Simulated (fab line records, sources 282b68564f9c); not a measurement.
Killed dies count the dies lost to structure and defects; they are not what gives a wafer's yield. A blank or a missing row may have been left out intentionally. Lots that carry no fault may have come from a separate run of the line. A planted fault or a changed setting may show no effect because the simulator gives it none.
Chamber matching || flow ritCmos || 4 sister chambers for RIT_GATE_ETCH_19 on rieSi-01
The step etches poly-Si in SF6/CHF3/O2, stops on SiO2, time 165 s, target depth 312.5 nm. 8 wafers are shown with their chamber, then 8 later ones without.

WAFERS PAIRED WITH THEIR CHAMBERS
{"wafer": "L217.1", "chamber": 3, "drypumpMotorCurrentA (A)": 5.0, "throttleValvePct (%)": 10.32}
{"wafer": "L217.4", "chamber": 0, "drypumpMotorCurrentA (A)": 5.9, "throttleValvePct (%)": 10.30}
{"wafer": "L219.4", "chamber": 0, "drypumpMotorCurrentA (A)": 6.0, "throttleValvePct (%)": 10.29}
{"wafer": "L221.5", "chamber": 1, "drypumpMotorCurrentA (A)": 6.3, "throttleValvePct (%)": 10.24}
{"wafer": "L223.1", "chamber": 1, "drypumpMotorCurrentA (A)": 6.3, "throttleValvePct (%)": 10.24}
{"wafer": "L223.2", "chamber": 2, "drypumpMotorCurrentA (A)": 5.6, "throttleValvePct (%)": 10.17}
{"wafer": "L223.3", "chamber": 3, "drypumpMotorCurrentA (A)": 5.0, "throttleValvePct (%)": 10.32}
{"wafer": "L233.3", "chamber": 2, "drypumpMotorCurrentA (A)": 5.6, "throttleValvePct (%)": 10.14}

WAFERS WHOSE CHAMBER IS MISSING
{"wafer": "L233.4", "drypumpMotorCurrentA (A)": 5.9, "throttleValvePct (%)": 10.29}
{"wafer": "L233.6", "drypumpMotorCurrentA (A)": 5.0, "throttleValvePct (%)": 10.32}
{"wafer": "L235.1", "drypumpMotorCurrentA (A)": 5.6, "throttleValvePct (%)": 10.15}
{"wafer": "L235.5", "drypumpMotorCurrentA (A)": 5.6, "throttleValvePct (%)": 10.14}
{"wafer": "L235.6", "drypumpMotorCurrentA (A)": 5.9, "throttleValvePct (%)": 10.30}
{"wafer": "L237.1", "drypumpMotorCurrentA (A)": 5.9, "throttleValvePct (%)": 10.31}
{"wafer": "L237.2", "drypumpMotorCurrentA (A)": 6.3, "throttleValvePct (%)": 10.23}
{"wafer": "L237.6", "drypumpMotorCurrentA (A)": 6.0, "throttleValvePct (%)": 10.30}

THE CHAMBER EACH PASSED THROUGH
{"wafer": "L233.4", "from the rows above": 0, "in truth": 0}
{"wafer": "L233.6", "from the rows above": 3, "in truth": 3}
{"wafer": "L235.1", "from the rows above": 2, "in truth": 2}
{"wafer": "L235.5", "from the rows above": 2, "in truth": 2}
{"wafer": "L235.6", "from the rows above": 0, "in truth": 0}
{"wafer": "L237.1", "from the rows above": 0, "in truth": 0}
{"wafer": "L237.2", "from the rows above": 1, "in truth": 1}
{"wafer": "L237.6", "from the rows above": 0, "in truth": 0}
Placed correctly: 8 of 8. Number that these rows cannot place: 0. Placed wrongly: 0.
How it was worked out, from the rows above alone: a wafer's distance from a chamber is the root of the sum, over the readings, of the square of ((its reading less the chamber's mean) divided by the reading's scatter). If the next closest chamber is less than 2 further off than the closest, the wafer can't be placed; otherwise it belongs to the closest. Each chamber's mean is taken over the wafers shown for it. The scatter: take each reading less its chamber's mean, square it, sum over the shown wafers, divide by the number of wafers less the number of chambers, and take the root.
